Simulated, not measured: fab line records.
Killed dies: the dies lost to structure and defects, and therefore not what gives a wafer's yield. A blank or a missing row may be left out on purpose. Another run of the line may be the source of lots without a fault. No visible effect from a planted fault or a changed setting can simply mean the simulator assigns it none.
One fault seen from 2 desks :: flow berkeley_cmos170 :: what lay behind the numbers comes last; until then each desk has only its own

== AT THE TOOL OWNER'S DESK: furnace-02 ==
The tool's own readings at UCB170_SPACER_ANNEAL_02 (time 1800 s): means of the sampled wafers that have a number, for each lot that ran on this tool. Any lot whose mean is over 4 standard deviations away from the usual mean is out of limits and marked OUT; that distance is given in the brackets.
Columns: A = tube_center_temp_C at UCB170_SPACER_ANNEAL_02, usual 899.99 C; B = zone_power_source_pct at UCB170_SPACER_ANNEAL_02, usual 25.9 %
lot: L270
first seen here: day 7 19:59
A: 900.01
B: 23.8

lot: L271
first seen here: day 7 19:59
A: 899.90
B: 23.9

lot: L272
first seen here: day 7 19:59
A: 899.95
B: 23.8

lot: L273
first seen here: day 7 19:59
A: 899.98
B: 23.9

lot: L277
first seen here: day 9 01:55
A: 899.96
B: 23.6

lot: L281
first seen here: day 10 08:23
A: 900.01
B: 23.6

lot: L282
first seen here: day 10 08:23
A: 899.91
B: 23.7
Result from this desk: across the 7 lots, nothing is out of limits.

== THE METROLOGY DESK ==
What the gauges read, lot by lot, whatever tool the lot ran on: means of the sampled wafers that have a number. Any lot whose mean is over 4 standard deviations away from the usual mean is out of limits and marked OUT; that distance is given in the brackets.
Columns: A = cd_nm at UCB170_GATE_CD_MEAS_12, usual 349.9 nm; B = PLDD_OVL at UCB170_PLDD_OVL_MEAS_07, usual 4 nm; C = NLDD_OVL at UCB170_NLDD_OVL_MEAS_07, usual 5 nm; D = PLDD_RS at UCB170_SDANNEAL_RS_MEAS_04, usual 1032.2 ohm/sq; E = NLDD_RS at UCB170_SDANNEAL_RS_MEAS_05, usual 617.1 ohm/sq
lot: L264
first seen here: day 6 12:10
A: 351.5
B: 6
C: 0
D: 1036.4
E: 617.2

lot: L267
first seen here: day 6 22:25
A: 348.5
B: -1
C: -0
D: 1027.5
E: 616.2

lot: L265
first seen here: day 6 22:31
A: 348.5
B: 2
C: 14
D: 1030.0
E: 617.1

lot: L266
first seen here: day 6 22:37
A: 349.1
B: 2
C: 7
D: 1031.1
E: 617.2

lot: L268
first seen here: day 7 05:51
A: 349.9
B: -3
C: 4
D: 1033.3
E: 615.7

lot: L272
first seen here: day 7 12:09
A: 349.8
B: 6
C: 8
D: 1029.9
E: 618.1

lot: L273
first seen here: day 7 12:11
A: 351.7
B: 0
C: -1
D: 1032.0
E: 618.0

lot: L271
first seen here: day 7 12:23
A: 350.2
B: -9
C: 6
D: 1033.5
E: 618.0

lot: L270
first seen here: day 7 12:31
A: 350.5
B: 12
C: 10
D: 1031.2
E: 616.9

lot: L277
first seen here: day 8 17:28
A: 349.3
B: -2
C: 2
D: 1035.1
E: 617.5

lot: L281
first seen here: day 9 21:10
A: 349.7
B: 13
C: 5
D: 1092.1 (+21) OUT
E: 623.1 (+4.3) OUT

lot: L282
first seen here: day 9 21:19
A: 349.5
B: 4
C: 13
D: 1094.5 (+21) OUT
E: 623.8 (+4.8) OUT

lot: L286
first seen here: day 11 00:58
A: 349.1
B: 8
C: 6
D: 1034.1
E: 615.1

lot: L287
first seen here: day 11 05:40
A: 351.3
B: 12
C: 8
D: 1037.2
E: 616.6
Per this desk, out of limits: L281, L282; the first was L282, day 10 15:43 (PLDD_RS at UCB170_SDANNEAL_RS_MEAS_04). L264, L267, L265, L266, L268, L272, L273, L271, L270, L277, L286, L287: within limits.

== BROUGHT TOGETHER ==
An alarm was possible from the metrology desk at day 10 15:43, on L281, L282.
Nothing out of limits was seen by the tool owner's desk.
Tool owner's desk: L281, L282 on record, inside its limits.
All the named lots went through UCB170_SPACER_ANNEAL_02 on furnace-02.

== WHAT THE SIMULATOR HAD PUT IN ==
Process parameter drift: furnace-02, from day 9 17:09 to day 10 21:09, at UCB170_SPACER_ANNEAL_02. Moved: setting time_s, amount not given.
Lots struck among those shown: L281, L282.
Per desk, hours elapsed from the start of the fault to the first reading out of limits: for the metrology desk, 23.
